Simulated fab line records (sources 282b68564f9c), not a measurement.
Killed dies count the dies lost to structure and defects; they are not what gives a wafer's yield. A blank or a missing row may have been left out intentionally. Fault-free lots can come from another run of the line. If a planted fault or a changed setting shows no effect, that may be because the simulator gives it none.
fab line records | flow rit_cmos
[record] lots = 5 | wafers = 15 | last_day = 7
route steps=202 shown GATE@79 FOX2@80 M1@202
lots that met no fault: from a run of the same line without faults
start_h: hours from the record's opening day to when the first of the lot's shown wafers began | wait_h: hours since the lot's step before | " same as the row above | L1.1+2: a single row standing in for several wafers | - no value, or no start was given | * or withheld: withheld | < > ~ a bound
route shown NAME@n: a module of which the file shows steps, and the number in the route of the first | usual: mean/standard deviation taken from wafers without a fault | same: alike in all rows | chamber/n: place in a boat | sites: readings site by site | _std_site: the values' standard deviation | _edge_site: the outer-site mean with the inner-site mean subtracted | radius_mm: how far each site lies from the wafer's centre | mask NAME#n: copy n | behind: tool/chamber where the wafer was last shaped | hold: reason for holding the lot/hours on hold/outcome of the hold | device: transistor that didn't switch, given as n, p or np | end of line: the tests these same wafers got at the end of their route | a step without rows: its recipe alone | killed: dies lost to structure and defects at the first sort, not the wafer's yield | map: a wafer's dies, x killed, . not, _ none there
set.NAME: the run value of the setting; set.NAME@STEP: its run value at that earlier step | model.NAME: the simulator's own value behind a step, which no gauge read
a table for each step, a row for each wafer; lots at some steps of the route
services: a tool's chamber out of use, with start hour (start_h, from the record's first day; less than 0 if before it), hours out, and reason
[[steps]]
[step RIT_GATE_CLEAN_04]
[recipe] chemistry = dHF | dilution = 50:1 | time_s = 60 | dry = n2_spin
[step RIT_FOX2_THK_MEAS_91]
[recipe] reads = SiO2_of_FOX2_OXIDATION_00
[usual] FIELD_OXIDE_LEFT_2_THK = 258/6.5
lot.wafer | tool          | chamber | start_h | wait_h | FIELD_OXIDE_LEFT_2_THK[nm]
L920.1    | film_metro-04 | -       | 31.50   | 0.0    | 252
L920.3    | "             | -       | "       | "      | 249
L920.6    | "             | -       | "       | "      | 254
L924.1    | film_metro-04 | -       | 53.05   | 0.0    | 258
L924.5    | "             | -       | "       | "      | 259
L924.6    | "             | -       | "       | "      | 256
L936.3    | film_metro-01 | -       | 111.94  | 0.0    | 264
L936.5    | "             | -       | "       | "      | 258
L936.6    | "             | -       | "       | "      | 266
L938.2    | film_metro-01 | -       | 122.37  | 0.0    | 269
L938.5    | "             | -       | "       | "      | 269
L938.6    | "             | -       | "       | "      | 269
L941.1    | film_metro-01 | -       | 136.52  | 0.0    | 261
L941.3    | "             | -       | "       | "      | 263
L941.6    | "             | -       | "       | "      | 268
[step RIT_GATE_OXIDATION_05]
[recipe] temp_c = 900 | ambient = O2 | target_thk_a = 30 | ox_time_s = 270
[step RIT_GATE_ANNEAL_06]
[recipe] temp_c = 900 | time_s = 600 | ambient = N2O
[step RIT_GATE_THK_MEAS_07]
[recipe] reads = SiO2_of_GATE_OXIDATION_05
[usual] GATE_OXIDE_THK = 3.03/0.07
lot.wafer | tool          | chamber | start_h | wait_h | GATE_OXIDE_THK[nm]
L920.1    | film_metro-01 | -       | 32.99   | 0.0    | 2.92
L920.3    | "             | -       | "       | "      | 3.00
L920.6    | "             | -       | "       | "      | 3.07
L924.1    | film_metro-01 | -       | 54.43   | 0.0    | 3.12
L924.5    | "             | -       | "       | "      | 3.06
L924.6    | "             | -       | "       | "      | 3.15
L936.3    | film_metro-01 | -       | 113.32  | 0.0    | 3.05
L936.5    | "             | -       | "       | "      | 3.09
L936.6    | "             | -       | "       | "      | 3.13
L938.2    | film_metro-04 | -       | 123.76  | 0.0    | 3.02
L938.5    | "             | -       | "       | "      | 2.91
L938.6    | "             | -       | "       | "      | 3.02
L941.1    | film_metro-02 | -       | 138.38  | 0.0    | 3.01
L941.3    | "             | -       | "       | "      | 2.95
L941.6    | "             | -       | "       | "      | 2.97
[step RIT_GATE_CVD_08]
[recipe] material = poly-Si | target_thk_nm = 250 | temp_c = 610 | precursor = SiH4 | time_s = 2220 | pressure_mtorr = 300 | sih4_flow_sccm = 100
[step RIT_GATE_THK_MEAS_09]
[recipe] reads = poly-Si_of_GATE_CVD_08
[usual] GATE_POLY_THK = 251.2/2.1
lot.wafer | tool          | chamber | start_h | wait_h | GATE_POLY_THK[nm]
L920.1    | film_metro-01 | -       | 35.15   | 0.0    | 253.7
L920.3    | "             | -       | "       | "      | 252.8
L920.6    | "             | -       | "       | "      | 253.2
L924.1    | film_metro-02 | -       | 56.11   | 0.0    | 250.0
L924.5    | "             | -       | "       | "      | 251.2
L924.6    | "             | -       | "       | "      | 248.8
L936.3    | film_metro-02 | -       | 115.00  | 0.0    | 255.5
L936.5    | "             | -       | "       | "      | 253.9
L936.6    | "             | -       | "       | "      | 254.3
L938.2    | film_metro-02 | -       | 125.43  | 0.0    | 253.1
L938.5    | "             | -       | "       | "      | 252.9
L938.6    | "             | -       | "       | "      | 254.9
L941.1    | film_metro-01 | -       | 140.86  | 0.0    | 250.5
L941.3    | "             | -       | "       | "      | 250.6
L941.6    | "             | -       | "       | "      | 252.4
[step RIT_GATE_HMDS_10]
[recipe] prime_time_s = 60 | prime_temp_c = 140
[step RIT_GATE_COAT_11]
[recipe] resist = NOVOLAK | spin_rpm = 4250 | resist_thk_nm = 850
[step RIT_GATE_SOFTBAKE_12]
[recipe] resist = NOVOLAK | temp_c = 90 | time_s = 61.23
[usual] plate_sensor_t_centre_C = 90.969/0.012 | plate_sensor_t_edge_C = 91.021/0.0093
lot.wafer | tool           | chamber | start_h | wait_h | plate_sensor_t_centre_C | plate_sensor_t_edge_C
L920.1    | litho_track-04 | 0       | 35.51   | 0.1    | 90.969                  | 91.032
L920.3    | "              | 0       | "       | "      | 90.969                  | 91.020
L920.6    | "              | 0       | "       | "      | 90.998                  | 91.025
L924.1    | litho_track-03 | 0       | 56.47   | 0.1    | 91.008                  | 91.015
L924.5    | "              | 0       | "       | "      | 90.952                  | 91.031
L924.6    | "              | 0       | "       | "      | 90.962                  | 91.026
L936.3    | litho_track-04 | 0       | 115.39  | 0.1    | 90.982                  | 91.018
L936.5    | "              | 0       | "       | "      | 90.990                  | 91.023
L936.6    | "              | 0       | "       | "      | 90.960                  | 91.018
L938.2    | litho_track-01 | 0       | 125.81  | 0.1    | 90.959                  | 91.032
L938.5    | "              | 0       | "       | "      | 90.971                  | 91.011
L938.6    | "              | 0       | "       | "      | 90.953                  | 91.031
L941.1    | litho_track-01 | 0       | 141.22  | 0.1    | 90.971                  | 91.017
L941.3    | "              | 0       | "       | "      | 90.966                  | 91.002
L941.6    | "              | 0       | "       | "      | 90.973                  | 91.019
[step RIT_GATE_EXPOSE_13]
[recipe] mask_id = M6 | na = 0.6 | source_shape = conventional | sigma_outer = 0.6 | target_cd_nm = 150 | dose_mj = 380
[step RIT_GATE_PEB_14]
[recipe] resist = NOVOLAK | temp_c = withheld | time_s = withheld
[step RIT_GATE_DEVELOP_15]
[recipe] resist = NOVOLAK | develop_time_s = 50 | dev_temp_c = 23
[usual] developer_temp_C = 22.99/0.11
lot.wafer | tool           | chamber | start_h | wait_h | developer_temp_C
L920.1    | litho_track-04 | 0       | 36      | -      | 22.98
L920.3    | "              | 0       | "       | "      | 22.97
L920.6    | "              | 0       | "       | "      | 22.92
L924.1    | litho_track-03 | 0       | 56      | -      | 22.91
L924.5    | "              | 0       | "       | "      | 22.91
L924.6    | "              | 0       | "       | "      | 22.88
L936.3    | litho_track-04 | 0       | 115     | -      | 23.17
L936.5    | "              | 0       | "       | "      | 23.17
L936.6    | "              | 0       | "       | "      | 22.95
L938.2    | litho_track-03 | 0       | 126     | -      | 23.10
L938.5    | "              | 0       | "       | "      | 23.14
L938.6    | "              | 0       | "       | "      | 22.98
L941.1    | litho_track-03 | 0       | 141     | -      | 23.24
L941.3    | "              | 0       | "       | "      | 22.94
L941.6    | "              | 0       | "       | "      | 23.09
[step RIT_GATE_CD_MEAS_16]
[recipe] target_cd_nm = 150
[usual] cd_nm = 149.6/2.4
lot.wafer | tool      | chamber | start_h | wait_h | cd_nm
L920.1    | cd_sem-01 | -       | 36.18   | -      | 148.2
L920.3    | "         | -       | "       | "      | 146.5
L920.6    | "         | -       | "       | "      | 147.2
L924.1    | cd_sem-02 | -       | 57.02   | -      | 154.2
L924.5    | "         | -       | "       | "      | 152.7
L924.6    | "         | -       | "       | "      | 153.0
L936.3    | cd_sem-01 | -       | 116.06  | -      | 137.0
L936.5    | "         | -       | "       | "      | 135.5
L936.6    | "         | -       | "       | "      | 136.8
L938.2    | cd_sem-01 | -       | 126.57  | -      | 148.9
L938.5    | "         | -       | "       | "      | 150.1
L938.6    | "         | -       | "       | "      | 149.1
L941.1    | cd_sem-02 | -       | 141.99  | -      | 150.4
L941.3    | "         | -       | "       | "      | 153.2
L941.6    | "         | -       | "       | "      | 150.3
[step RIT_GATE_OVL_MEAS_17]
[usual] GATE_OVL = -1.4/1.2
lot.wafer | tool       | chamber | start_h | wait_h | GATE_OVL[nm]
L920.1    | overlay-02 | -       | 36.30   | 0.1    | -3.0
L920.3    | "          | -       | "       | "      | -3.6
L920.6    | "          | -       | "       | "      | -2.2
L924.1    | overlay-01 | -       | 57.14   | 0.1    | -1.6
L924.5    | "          | -       | "       | "      | -0.8
L924.6    | "          | -       | "       | "      | -0.9
L936.3    | overlay-01 | -       | 116.15  | 0.1    | -2.9
L936.5    | "          | -       | "       | "      | -3.6
L936.6    | "          | -       | "       | "      | -3.6
L938.2    | overlay-02 | -       | 126.67  | 0.1    | -2.4
L938.5    | "          | -       | "       | "      | -1.0
L938.6    | "          | -       | "       | "      | -2.4
L941.1    | overlay-01 | -       | 142.11  | 0.1    | -1.3
L941.3    | "          | -       | "       | "      | -1.4
L941.6    | "          | -       | "       | "      | -0.9
[step RIT_GATE_HARDBAKE_18]
[recipe] resist = NOVOLAK | temp_c = 140 | time_s = 60
[step RIT_GATE_ETCH_19]
[recipe] chemistry = SF6/CHF3/O2 | time_s = 165 | SF6_flow_sccm = 30 | CHF3_flow_sccm = 30 | O2_flow_sccm = 5 | target = poly-Si | pressure_mtorr = 40 | rf_w = 160 | target_depth_a = 3125 | over_etch_frac = 0.25 | stop_on = SiO2
[usual] drypump_motor_current_A = 5.7/0.42 | oes_product_au = 0.850/0.013 | throttle_valve_pct = 10.26/0.16
lot.wafer | tool      | chamber | start_h | wait_h | drypump_motor_current_A | oes_product_au | rf_hours_counter_h | throttle_valve_pct | model.GATE.cd_nm
L920.1    | rie_si-01 | 2       | 36.61   | 0.1    | 5.7                     | 0.880          | 107                | 10.40              | 148.1
L920.3    | "         | 1       | "       | "      | 5.8                     | 0.867          | 57                 | 10.23              | 146.4
L920.6    | "         | 3       | "       | "      | 5.8                     | 0.842          | -                  | 10.26              | 147.2
L924.1    | rie_si-01 | 3       | 57.33   | 0.1    | 5.8                     | 0.844          | 62                 | 10.26              | 153.7
L924.5    | "         | 0       | "       | "      | 6.5                     | 0.847          | -                  | 10.00              | 152.5
L924.6    | "         | 3       | "       | "      | 5.8                     | 0.831          | -                  | 10.26              | 153
L936.3    | rie_si-01 | 2       | 116.32  | 0.1    | 5.7                     | 0.884          | 108                | 10.43              | 136.4
L936.5    | "         | 2       | "       | "      | 5.7                     | 0.874          | -                  | 10.41              | 135.6
L936.6    | "         | 3       | "       | "      | 5.8                     | 0.852          | -                  | 10.27              | 136.5
L938.2    | rie_si-01 | 0       | 126.85  | 0.1    | 6.5                     | 0.852          | 66                 | 9.98               | 148.6
L938.5    | "         | 2       | "       | "      | 5.8                     | 0.875          | -                  | 10.42              | 149.8
L938.6    | "         | 3       | "       | "      | 5.8                     | 0.850          | -                  | 10.26              | 148.9
L941.1    | rie_si-02 | 2       | 142.30  | 0.1    | 5.4                     | 0.848          | 110                | 10.21              | 150.1
L941.3    | "         | 3       | "       | "      | 5.1                     | 0.848          | 39                 | 10.48              | 153.4
L941.6    | "         | 0       | "       | "      | 5.1                     | 0.847          | -                  | 10.11              | 150.2
[step RIT_GATE_STRIP_20]
[recipe] chemistry = O2 | time_s = 180 | resist = NOVOLAK | platen_temp_c = withheld | power_w = 500 | pressure_mtorr = 4000 | o2_flow_sccm = 4000
[usual] drypump_motor_current_A = 5.5/0.37 | o2_flow_sccm = 4000/12 | rf_refl_power_W = 7.7/1.5
lot.wafer | tool            | chamber | start_h | wait_h | drypump_motor_current_A | o2_flow_sccm | rf_hours_counter_h | rf_refl_power_W
L920.1    | plasma_asher-01 | 1       | 36.72   | 0.1    | 5.7                     | 3989         | 41                 | 5.3
L920.3    | "               | 0       | "       | "      | 5.6                     | 4017         | -                  | 7.6
L920.6    | "               | 0       | "       | "      | 5.6                     | 3999         | -                  | 7.1
L924.1    | plasma_asher-01 | 0       | 57.44   | 0.1    | 5.6                     | 3975         | 43                 | 7.2
L924.5    | "               | 1       | "       | "      | 5.6                     | 3989         | -                  | 5.4
L924.6    | "               | 0       | "       | "      | 5.6                     | 3987         | -                  | 7.8
L936.3    | plasma_asher-04 | 1       | 116.49  | 0.1    | 5.6                     | 4007         | -                  | 10.3
L936.5    | "               | 0       | "       | "      | 5.2                     | 3985         | -                  | 7.6
L936.6    | "               | 1       | "       | "      | 5.6                     | 4025         | -                  | 10.4
L938.2    | plasma_asher-04 | 0       | 126.96  | 0.1    | 5.2                     | 4002         | 38                 | 7.8
L938.5    | "               | 0       | "       | "      | 5.2                     | 4008         | -                  | 7.6
L938.6    | "               | 1       | "       | "      | 5.6                     | 4001         | -                  | 10.4
L941.1    | plasma_asher-01 | 0       | 142.41  | 0.1    | 5.6                     | 3985         | 51                 | 7.6
L941.3    | "               | 0       | "       | "      | 5.6                     | 4007         | -                  | 7.1
L941.6    | "               | 0       | "       | "      | 5.6                     | 3992         | -                  | 7.5
[step RIT_M1_PROBE_99]
[usual] killed_at_front_end = 7.2/2.9 | killed_dies = 7.3/2.9 | killed_open = 3.6/1.9 | killed_short = 3.8/1.9
[same] gross_dies = 264 | killed_at_M0_to_M3 = 0 | killed_at_M4_up = 0 | killed_at_back_side = 0 | killed_at_contacts = 0 | killed_at_other = 0
lot.wafer | tool      | chamber | start_h | wait_h | killed_at_front_end | killed_dies | killed_open | killed_short | model.etest.pmos_0p3.r_on_ohm_um | model.etest.pmos_turned.r_on_ohm_um | model.etest.pmos_0p15.r_on_ohm_um | model.etest.nmos_0p3.r_on_ohm_um | model.etest.nmos_0p15.r_on_ohm_um | model.etest.nmos_0p15.drive_ua_um | model.etest.pmos_0p15.drive_ua_um | model.etest.npoly_line.line_ohm_um
L920.1    | prober-02 | -       | 59.91   | 0.1    | 5                   | 5           | 1           | 4            | 6210                             | 3380                                | 2684                              | 2092                             | 1075                              | 493.6                             | 263.8                             | 168.7
L920.3    | prober-02 | -       | 60.01   | 0.2    | 9                   | 9           | 6           | 3            | 6212                             | 3396                                | 2667                              | 2131                             | 1075                              | 490.1                             | 263.4                             | 173.2
L920.6    | prober-02 | -       | 60.16   | 0.2    | 12                  | 12          | 4           | 8            | 6280                             | 3376                                | 2701                              | 2122                             | 1092                              | 488.9                             | 262.4                             | 170.3
L924.1    | prober-01 | -       | 78.19   | 0.1    | 7                   | 7           | 3           | 4            | 6715                             | 3807                                | 3066                              | 2304                             | 1261                              | 430.8                             | 228.2                             | 158.8
L924.5    | prober-01 | -       | 78.39   | 0.2    | 7                   | 7           | 4           | 3            | 6582                             | 3608                                | 2942                              | 2226                             | 1185                              | 446.9                             | 237.8                             | 161.5
L924.6    | prober-01 | -       | 78.44   | 0.2    | 17                  | 17          | 9           | 8            | 6473                             | 3559                                | 2890                              | 2230                             | 1164                              | 444.1                             | 238.1                             | 161.5
L936.3    | prober-01 | -       | 137.65  | 0.2    | 11                  | 11          | 4           | 6            | 6027                             | 3120                                | 2444                              | 2082                             | 1045                              | 522.4                             | 295.2                             | 191.2
L936.5    | prober-01 | -       | 137.75  | 0.2    | 10                  | 10          | 4           | 5            | 5975                             | 3150                                | 2446                              | 2087                             | 1050                              | 521                               | 291.9                             | 195.9
L936.6    | prober-01 | -       | 137.80  | 0.2    | 9                   | 9           | 2           | 5            | 6034                             | 3129                                | 2456                              | 2076                             | 1051                              | 519.1                             | 291.7                             | 196.9
L938.2    | prober-01 | -       | 147.27  | 0.1    | 2                   | 2           | 0           | 2            | 6186                             | 3311                                | 2691                              | 2130                             | 1112                              | 475.9                             | 264.5                             | 169
L938.5    | prober-01 | -       | 147.42  | 0.2    | 7                   | 7           | 4           | 3            | 6073                             | 3273                                | 2653                              | 2123                             | 1090                              | 479.2                             | 266.3                             | 165.6
L938.6    | prober-01 | -       | 147.47  | 0.2    | 5                   | 5           | 1           | 4            | 6259                             | 3339                                | 2667                              | 2161                             | 1098                              | 471.4                             | 263.8                             | 170.6
L941.1    | prober-02 | -       | 166.02  | 0.1    | 10                  | 10          | 6           | 4            | 6205                             | 3418                                | 2746                              | 2190                             | 1170                              | 462.8                             | 259.7                             | 168.6
L941.3    | prober-02 | -       | 166.12  | 0.2    | 5                   | 5           | 4           | 1            | 6140                             | 3420                                | 2791                              | 2157                             | 1172                              | 448.6                             | 252.3                             | 161.2
L941.6    | prober-02 | -       | 166.27  | 0.2    | 7                   | 7           | 2           | 5            | 6141                             | 3360                                | 2694                              | 2153                             | 1137                              | 463                               | 261.3                             | 166
// killed by level:class
L920.1 GATE:geometric_particle:short=4 GATE:geometric_particle:open=1
L920.3 GATE:geometric_particle:open=2 GATE:geometric_particle:short=2 REOX:geometric_particle:open=2 FOX1:geometric_particle:open=1 SPACER:geometric_particle:short=1 SILICIDE:geometric_particle:open=1
L920.6 REOX:geometric_particle:short=3 SPACER:geometric_particle:short=3 SPACER:geometric_particle:open=3 FOX2:geometric_particle:open=1 GATE:geometric_particle:short=1 SILICIDE:geometric_particle:short=1
L924.1 GATE:geometric_particle:short=2 FOX1:geometric_particle:short=1 FOX2:geometric_particle:open=1 GATE:geometric_particle:open=1 REOX:geometric_particle:open=1 REOX:geometric_particle:short=1
L924.5 GATE:geometric_particle:open=3 FOX1:geometric_particle:short=1 GATE:geometric_particle:short=1 SILICIDE:geometric_particle:short=1 SILICIDE:geometric_particle:open=1
L924.6 GATE:geometric_particle:short=5 REOX:geometric_particle:open=4 GATE:geometric_particle:open=3 REOX:geometric_particle:short=3 SPACER:geometric_particle:open=1 SILICIDE:geometric_particle:open=1
L936.3 GATE:geometric_particle:short=3 REOX:geometric_particle:short=3 GATE:geometric_particle:open=2 REOX:geometric_particle:open=2 GATE:area_develop=1
L936.5 GATE:geometric_particle:short=3 GATE:geometric_particle:open=2 SILICIDE:geometric_particle:short=2 SPACER:geometric_particle:open=1 SILICIDE:geometric_particle:open=1 GATE:area_develop=1
L936.6 GATE:geometric_particle:short=2 GATE:area_develop=2 GATE:geometric_particle:open=1 REOX:geometric_particle:short=1 SPACER:geometric_particle:short=1 SILICIDE:geometric_particle:short=1 SILICIDE:geometric_particle:open=1
L938.2 FOX2:geometric_particle:short=1 SILICIDE:geometric_particle:short=1
L938.5 GATE:geometric_particle:open=2 FOX1:geometric_particle:open=1 FOX1:geometric_particle:short=1 GATE:geometric_particle:short=1 REOX:geometric_particle:short=1 SPACER:geometric_particle:open=1
L938.6 FOX1:geometric_particle:short=1 REOX:geometric_particle:open=1 REOX:geometric_particle:short=1 SPACER:geometric_particle:short=1 SILICIDE:geometric_particle:short=1
L941.1 SPACER:geometric_particle:open=3 FOX1:geometric_particle:open=2 GATE:geometric_particle:short=2 REOX:geometric_particle:short=2 GATE:geometric_particle:open=1
L941.3 FOX2:geometric_particle:open=1 GATE:geometric_particle:short=1 GATE:geometric_particle:open=1 REOX:geometric_particle:open=1 SPACER:geometric_particle:open=1
L941.6 REOX:geometric_particle:short=2 REOX:geometric_particle:open=2 FOX1:geometric_particle:short=1 GATE:geometric_particle:short=1 SILICIDE:geometric_particle:short=1
[[services]]
tool            | chamber | start_h | hours | kind
plasma_asher-01 | -       | 27.66   | 2.8   | pm
plasma_asher-01 | -       | 31.34   | 1.6   | repair
rie_si-02       | 3       | 54.97   | 1.6   | repair
plasma_asher-01 | -       | 83.32   | 14.6  | pm
[[key]]
[first_sign] step = RIT_GATE_CD_MEAS_16 | reading = cd_nm | direction = down | sigmas = 5.4 | usual = 149.6 | struck = 136.4 | through = control_loop
effect none on later readings
[model_effect] step = RIT_GATE_ETCH_19 | value = GATE.cd_nm | without = 149.8 | struck = 136.2
[model_effect] step = RIT_M1_PROBE_99 | value = etest.pmos_0p3.r_on_ohm_um | without = 6377 | struck = 6012
met_at RIT_GATE_DEVELOP_15
struck_wafers L936.3,L936.5,L936.6
tester_left_out L936
[loop_trim] step = RIT_GATE_EXPOSE_13 | setting = dose | lots = L936
onset_between 36 115
also_fits RIT_GATE_SOFTBAKE_12:litho_track-04
[fault] kind = process_parameter_drift | tool = litho_track-04 | chamber = - | onset_h = 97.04 | steps = RIT_GATE_DEVELOP_15 | channel = develop_time_s | offset = * | shape = step | end_h = 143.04 | acts_in = * | stated = *
// tester_left_out: of these lots the tester's yield and bins aren't shown, on N5 and GAA mostly nor the transistor test; their killed dies are dies lost to structure and defects alone, not to doping, threshold or leakage, so they don't give the yield
// loop_trim: a control loop set the setting to another value than it would have without faults
